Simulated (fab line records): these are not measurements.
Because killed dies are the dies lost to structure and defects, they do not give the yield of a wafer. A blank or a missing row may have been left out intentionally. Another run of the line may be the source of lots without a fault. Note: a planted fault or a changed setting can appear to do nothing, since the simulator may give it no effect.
Check of tool commonality ; flow rit-cmos ; 14 lots, 42 wafers sampled

REASON FOR OPENING
RIT_PLDD_TW_MEAS_10, reading PLDD_TW: flagged on 2 of 14 lots. Fault-free wafers read 2328, with a standard deviation of 25.
Rule: a lot gets a flag if all its wafers with a number sit over 4 standard deviations from that mean, or if no wafer of it has a number. All remaining lots are regarded as sound.

lot;measured;on;PLDD_TW, wafer by wafer;flag
L180;day 3 04:56;film-metro-02;2317 2310 2323;
L181;day 3 10:01;film-metro-01;2294 2288 2297;
L182;day 3 12:13;film-metro-02;2310 2325 2322;
L183;day 3 20:13;film-metro-01;2303 2294 2299;
L184;day 3 23:18;film-metro-03;2348 2347 2337;
L185;day 4 07:35;film-metro-01;1453 1445 1448;FLAGGED
L186;day 4 10:08;film-metro-02;1488 1489 1488;FLAGGED
L195;day 6 06:17;film-metro-02;2368 2354 2354;
L196;day 6 13:28;film-metro-01;2283 2283 2291;
L197;day 6 19:04;film-metro-01;2283 2283 2271;
L198;day 6 22:52;film-metro-03;2374 2378 2352;
L199;day 7 00:58;film-metro-02;2348 2329 2344;
L200;day 7 07:46;film-metro-01;2307 2299 2297;
L201;day 7 14:29;film-metro-02;2345 2350 2340;
On average the flagged lots' numbers are 1468, which is -860 against the usual, or -34 standard deviations.

EACH LOT AND THE TOOL IT RAN ON
The record holds 1 process step before the reading, out of a route of 202 steps. Cell contents, in order: the tool; ch with the chambers the sampled wafers went through; the start.
lot;flag;RIT_PLDD_IMPLANT_08
L180;;implanter-03 ch 0, day 3 04:38
L181;;implanter-02 ch 0, day 3 09:42
L182;;implanter-03 ch 0, day 3 11:55
L183;;implanter-02 ch 0, day 3 19:55
L184;;implanter-03 ch 0, day 3 22:58
L185;FLAGGED;implanter-03 ch 0, day 4 07:16
L186;FLAGGED;implanter-03 ch 0, day 4 09:50
L195;;implanter-02 ch 0, day 6 05:59
L196;;implanter-02 ch 0, day 6 13:10
L197;;implanter-04 ch 0, day 6 18:45
L198;;implanter-02 ch 0, day 6 22:32
L199;;implanter-04 ch 0, day 7 00:40
L200;;implanter-02 ch 0, day 7 07:26
L201;;implanter-02 ch 0, day 7 14:09
What these steps do:
- RIT_PLDD_IMPLANT_08
- RIT_PLDD_TW_MEAS_10

FLAGGED AGAINST TOTAL, ONE TOOL AT A TIME (gauges that did the reading follow at the end)
step;tool;lots run;flagged;share of the flagged lots;sound lots run after its first flagged lot
RIT_PLDD_IMPLANT_08;implanter-02;7;0;none;-
RIT_PLDD_IMPLANT_08;implanter-03;5;2;all;0
RIT_PLDD_IMPLANT_08;implanter-04;2;0;none;-
RIT_PLDD_TW_MEAS_10;film-metro-01;6;1;some;3 (L196,L197,L200)
RIT_PLDD_TW_MEAS_10;film-metro-02;6;1;some;3 (L195,L199,L201)
RIT_PLDD_TW_MEAS_10;film-metro-03;2;0;none;-

WHAT IS ALLOWED BY THE TABLE
1 row of the table ran every flagged lot: implanter-03 at RIT_PLDD_IMPLANT_08.
- implanter-03 at RIT_PLDD_IMPLANT_08: 2 of its 5 lots flagged. Its last sound lot is L184 (day 3 22:58), its first flagged lot L185 (day 4 07:16): a fault that began between those two fits. Its own readings lie more than 4 standard deviations out on every wafer of the flagged lots: dose-ions-cm2, end-station-pressure-torr, faraday-current-uA.
What remains is a single tool, implanter-03 at RIT_PLDD_IMPLANT_08.

WHAT THE SIMULATOR HAD PUT IN
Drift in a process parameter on implanter-03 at RIT_PLDD_IMPLANT_08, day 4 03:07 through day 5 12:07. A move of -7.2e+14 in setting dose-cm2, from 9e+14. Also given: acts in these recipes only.
Shown lots that were struck: L185, L186. The rule above found the same.
